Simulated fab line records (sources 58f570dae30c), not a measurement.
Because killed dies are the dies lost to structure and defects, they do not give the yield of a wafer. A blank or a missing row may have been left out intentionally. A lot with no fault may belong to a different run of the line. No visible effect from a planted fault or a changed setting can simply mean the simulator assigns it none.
Which of the tools did it?	flow berkeley-cmos170	21 wafers from 7 lots sampled at 4 of the route's 331 steps

## WHAT EACH GAUGE READ, for each wafer
UCB170_M1_RS_MEAS_01: the measuring method here is four-point-probe.
lot	measured	on	M1_AL_RS (ohm/sq)
L152	day 7 00:02	film-metro-01	0.0494 0.0496 0.0492
L153	day 8 03:07	film-metro-02	0.0493 0.0487 0.0489
L156	day 8 03:54	film-metro-03	0.0240 0.0238 0.0239
L157	day 8 23:13	film-metro-03	0.0244 0.0244 0.0242
L168	day 10 17:42	film-metro-01	0.0488 0.0496 0.0497
L165	day 10 20:37	film-metro-01	0.0495 0.0490 0.0489
L170	day 11 11:41	film-metro-03	0.0483 0.0486 0.0487

## EACH LOT AND THE TOOL THAT RAN IT (in order: tool; ch and the chambers of the sampled wafers; start)
lot	UCB170_NLDD_STRIP_10	UCB170_CONTACT_ETCH_17	UCB170_M1_SPUTTER_00
L152	plasma-asher-01 ch 0, day 6 08:14	rie-diel-04 ch 0,3, day 6 23:23	pvd-sputter-04, day 6 23:57
L153	plasma-asher-01 ch 0,1, day 7 09:37	rie-diel-04 ch 0,1,2, day 8 02:29	pvd-sputter-03, day 8 03:04
L156	plasma-asher-01 ch 0,1, day 7 10:20	rie-diel-04 ch 1,2,3, day 8 03:01	pvd-sputter-04, day 8 03:35
L157	plasma-asher-01 ch 0,1, day 8 06:29	rie-diel-01 ch 0,1,3, day 8 22:16	pvd-sputter-01, day 8 22:52
L168	plasma-asher-03 ch 0,1, day 9 21:49	rie-diel-01 ch 0,2,3, day 10 16:38	pvd-sputter-01, day 10 17:37
L165	plasma-asher-03 ch 0,1, day 9 22:09	rie-diel-01 ch 1,2,3, day 10 19:59	pvd-sputter-04, day 10 20:34
L170	plasma-asher-01 ch 1, day 10 15:57	rie-diel-01 ch 2,3, day 11 11:02	pvd-sputter-01, day 11 11:37
- UCB170_NLDD_STRIP_10: strips in O2.
- UCB170_CONTACT_ETCH_17: etches BARC in N2/H2.
- UCB170_M1_SPUTTER_00: material Al, target thk 600 nm, time 80 s.

## THE ANSWER, worked out from the rows above alone
Rule: the usual values come from the lots themselves. Put in order of their means at a reading, lots are off if they are a third of the lots or fewer, leave a main group of 4 or more, and stand apart from it by a gap of 3 or more times the standard deviation of the main group's means; of several such gaps the widest counts. A main group whose means are all the same, to the digits that the tables above print for the reading, isn't used. A lot without any number at a reading at which 4 lots or more have one is off too. The other lots that the step has rows for count as sound.
Off: L156, L157, at UCB170_M1_RS_MEAS_01 (M1_AL_RS). Main group: mean 0.0491 ohm/sq, sd 0.00032.
A tool fits if, at a process step before that reading, it ran every lot that is off, and no sound lot after the first of them. The gauges at UCB170_M1_RS_MEAS_01 are tried like those tools. Not one of the candidates tried fits.

## WHAT WAS PUT IN BY THE SIMULATOR
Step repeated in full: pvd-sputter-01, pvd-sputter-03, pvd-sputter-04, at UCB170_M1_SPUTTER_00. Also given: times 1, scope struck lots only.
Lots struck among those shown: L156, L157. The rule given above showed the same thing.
